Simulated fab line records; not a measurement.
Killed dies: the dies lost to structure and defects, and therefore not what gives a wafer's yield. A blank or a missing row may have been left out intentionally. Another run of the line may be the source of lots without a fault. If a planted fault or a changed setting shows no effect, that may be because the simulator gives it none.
Which tool is to blame? / flow rit-cmos / 42 wafers from 14 lots sampled at 3 of the route's 202 steps

## WHAT EACH GAUGE READ, for each wafer
RIT_PSD_TW_MEAS_10. Usual: PSD_TW 3443, standard deviation 21.
lot=L455; measured=day 3 11:26; on=film-metro-03; PSD_TW=3454 3460 3477; flag=
lot=L456; measured=day 3 16:46; on=film-metro-04; PSD_TW=3398 3407 3419; flag=
lot=L457; measured=day 3 16:53; on=film-metro-02; PSD_TW=3434 3433 3459; flag=
lot=L458; measured=day 4 00:37; on=film-metro-02; PSD_TW=3450 3456 3470; flag=
lot=L459; measured=day 4 03:59; on=film-metro-02; PSD_TW=3454 3460 3463; flag=
lot=L462; measured=day 4 14:47; on=film-metro-03; PSD_TW=3529 3524 3535; flag=OFF
lot=L464; measured=day 5 10:40; on=film-metro-03; PSD_TW=3528 3516 3523; flag=OFF
lot=L469; measured=day 6 12:25; on=film-metro-04; PSD_TW=3430 3415 3424; flag=
lot=L470; measured=day 6 15:24; on=film-metro-04; PSD_TW=3434 3427 3431; flag=
lot=L473; measured=day 7 06:32; on=film-metro-03; PSD_TW=3462 3471 3480; flag=
lot=L474; measured=day 7 11:16; on=film-metro-04; PSD_TW=3422 3406 3408; flag=
lot=L476; measured=day 7 18:29; on=film-metro-04; PSD_TW=3405 3410 3431; flag=
lot=L477; measured=day 7 23:43; on=film-metro-02; PSD_TW=3458 3462 3458; flag=
lot=L478; measured=day 8 02:19; on=film-metro-02; PSD_TW=3460 3470 3452; flag=

RIT_SDANNEAL_RS_MEAS_04: the measuring method here is four-point-probe. Usual: PSD_RS 116.06 ohm/sq, standard deviation 0.29.
lot=L455; measured=day 3 11:57; on=film-metro-04; PSD_RS (ohm/sq)=115.63 116.02 116.03; flag=
lot=L456; measured=day 3 17:16; on=film-metro-04; PSD_RS (ohm/sq)=116.05 116.06 115.99; flag=
lot=L457; measured=day 3 17:22; on=film-metro-03; PSD_RS (ohm/sq)=115.75 116.16 116.00; flag=
lot=L458; measured=day 4 01:07; on=film-metro-02; PSD_RS (ohm/sq)=116.03 115.95 116.36; flag=
lot=L459; measured=day 4 04:30; on=film-metro-03; PSD_RS (ohm/sq)=115.90 116.25 116.21; flag=
lot=L462; measured=day 4 15:19; on=film-metro-03; PSD_RS (ohm/sq)=112.10 112.32 112.61; flag=OFF
lot=L464; measured=day 5 11:09; on=film-metro-02; PSD_RS (ohm/sq)=112.77 112.65 112.38; flag=OFF
lot=L469; measured=day 6 12:54; on=film-metro-03; PSD_RS (ohm/sq)=115.72 115.59 115.79; flag=
lot=L470; measured=day 6 15:53; on=film-metro-04; PSD_RS (ohm/sq)=116.20 115.90 115.85; flag=
lot=L473; measured=day 7 07:14; on=film-metro-02; PSD_RS (ohm/sq)=116.37 116.29 116.40; flag=
lot=L474; measured=day 7 11:56; on=film-metro-02; PSD_RS (ohm/sq)=116.58 116.24 116.33; flag=
lot=L476; measured=day 7 19:11; on=film-metro-02; PSD_RS (ohm/sq)=115.59 115.73 115.69; flag=
lot=L477; measured=day 8 00:13; on=film-metro-02; PSD_RS (ohm/sq)=116.33 116.30 116.15; flag=
lot=L478; measured=day 8 02:50; on=film-metro-02; PSD_RS (ohm/sq)=115.99 115.82 115.75; flag=

## WHAT TOOL EACH LOT RAN ON (gives the tool, then ch and the chambers of the sampled wafers, and finally the start)
lot=L455; RIT_PSD_IMPLANT_08=implanter-02 ch 0, day 3 11:08
lot=L456; RIT_PSD_IMPLANT_08=implanter-02 ch 0, day 3 16:27
lot=L457; RIT_PSD_IMPLANT_08=implanter-03 ch 0, day 3 16:34
lot=L458; RIT_PSD_IMPLANT_08=implanter-01 ch 0, day 4 00:19
lot=L459; RIT_PSD_IMPLANT_08=implanter-02 ch 0, day 4 03:39
lot=L462; RIT_PSD_IMPLANT_08=implanter-02 ch 0, day 4 14:29
lot=L464; RIT_PSD_IMPLANT_08=implanter-02 ch 0, day 5 10:20
lot=L469; RIT_PSD_IMPLANT_08=implanter-03 ch 0, day 6 12:05
lot=L470; RIT_PSD_IMPLANT_08=implanter-03 ch 0, day 6 15:05
lot=L473; RIT_PSD_IMPLANT_08=implanter-03 ch 0, day 7 06:14
lot=L474; RIT_PSD_IMPLANT_08=implanter-01 ch 0, day 7 10:56
lot=L476; RIT_PSD_IMPLANT_08=implanter-01 ch 0, day 7 18:11
lot=L477; RIT_PSD_IMPLANT_08=implanter-01 ch 0, day 7 23:23
lot=L478; RIT_PSD_IMPLANT_08=implanter-01 ch 0, day 8 01:59
- RIT_PSD_IMPLANT_08

## WHAT THE TOOLS THEMSELVES READ (means of the sampled wafers that have a number; where no wafer has one, the mark that the record gives instead)
RIT_PSD_IMPLANT_08. Usual: beam-on-s 13.3 s, standard deviation 0.78; dose-ions-cm2 5.001e+15, standard deviation 5.6e+12.
lot=L455; tool=implanter-02; beam-on-s (s)=12.8; dose-ions-cm2=5.000e+15; flag=
lot=L456; tool=implanter-02; beam-on-s (s)=12.9; dose-ions-cm2=4.996e+15; flag=
lot=L457; tool=implanter-03; beam-on-s (s)=14.6; dose-ions-cm2=5.000e+15; flag=
lot=L458; tool=implanter-01; beam-on-s (s)=13.1; dose-ions-cm2=5.003e+15; flag=
lot=L459; tool=implanter-02; beam-on-s (s)=12.8; dose-ions-cm2=4.995e+15; flag=
lot=L462; tool=implanter-02; beam-on-s (s)=17.1; dose-ions-cm2=6.745e+15; flag=OFF
lot=L464; tool=implanter-02; beam-on-s (s)=17.3; dose-ions-cm2=6.748e+15; flag=OFF
lot=L469; tool=implanter-03; beam-on-s (s)=14.7; dose-ions-cm2=5.002e+15; flag=
lot=L470; tool=implanter-03; beam-on-s (s)=14.8; dose-ions-cm2=5.002e+15; flag=
lot=L473; tool=implanter-03; beam-on-s (s)=15.0; dose-ions-cm2=5.002e+15; flag=
lot=L474; tool=implanter-01; beam-on-s (s)=13.3; dose-ions-cm2=5.006e+15; flag=
lot=L476; tool=implanter-01; beam-on-s (s)=13.3; dose-ions-cm2=5.004e+15; flag=
lot=L477; tool=implanter-01; beam-on-s (s)=12.8; dose-ions-cm2=5.010e+15; flag=
lot=L478; tool=implanter-01; beam-on-s (s)=13.2; dose-ions-cm2=4.998e+15; flag=

## THE ANSWER, worked out from the rows above alone
Rule: take the mean of a lot's wafers that have a number; if it is more than 3 standard deviations from the usual mean, the lot is off. Also off: a lot with no number at a reading for which 4 or more lots have one. Any other lot the step has rows for is counted as sound. The gauges are gone through in route order, then the tools' own readings, and for those a lot's mean is taken as printed above. At the first step where some lot is off, the reading lying furthest off is the one used; lots without a number count as furthest.
Off: at RIT_PSD_TW_MEAS_10 (PSD_TW), L462, L464.
A tool fits if, at a process step before that reading, it ran every lot that is off, and no sound lot after the first of them. The gauges at RIT_PSD_TW_MEAS_10 aren't tried: what is off there is off at RIT_PSD_IMPLANT_08 too, on other tools, and a gauge's error can't cause that. One fits: RIT_PSD_IMPLANT_08 on implanter-02. Its last sound lot is L459 (day 4 03:39), its first lot that is off L462 (day 4 14:29): a fault that began between those two fits.
On the lots that are off, the tool's own readings at RIT_PSD_IMPLANT_08 differ by more than 5 times the standard deviation of the sound lots' means, which bears it out; dose-ions-cm2 reads 6.746e+15 there versus 5.002e+15 on the sound lots.

## WHAT THE SIMULATOR HAD INSERTED
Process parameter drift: implanter-02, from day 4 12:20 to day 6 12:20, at RIT_PSD_IMPLANT_08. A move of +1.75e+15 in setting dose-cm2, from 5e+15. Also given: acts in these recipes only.
Shown lots that were struck: L462, L464. Same finding as the rule above.
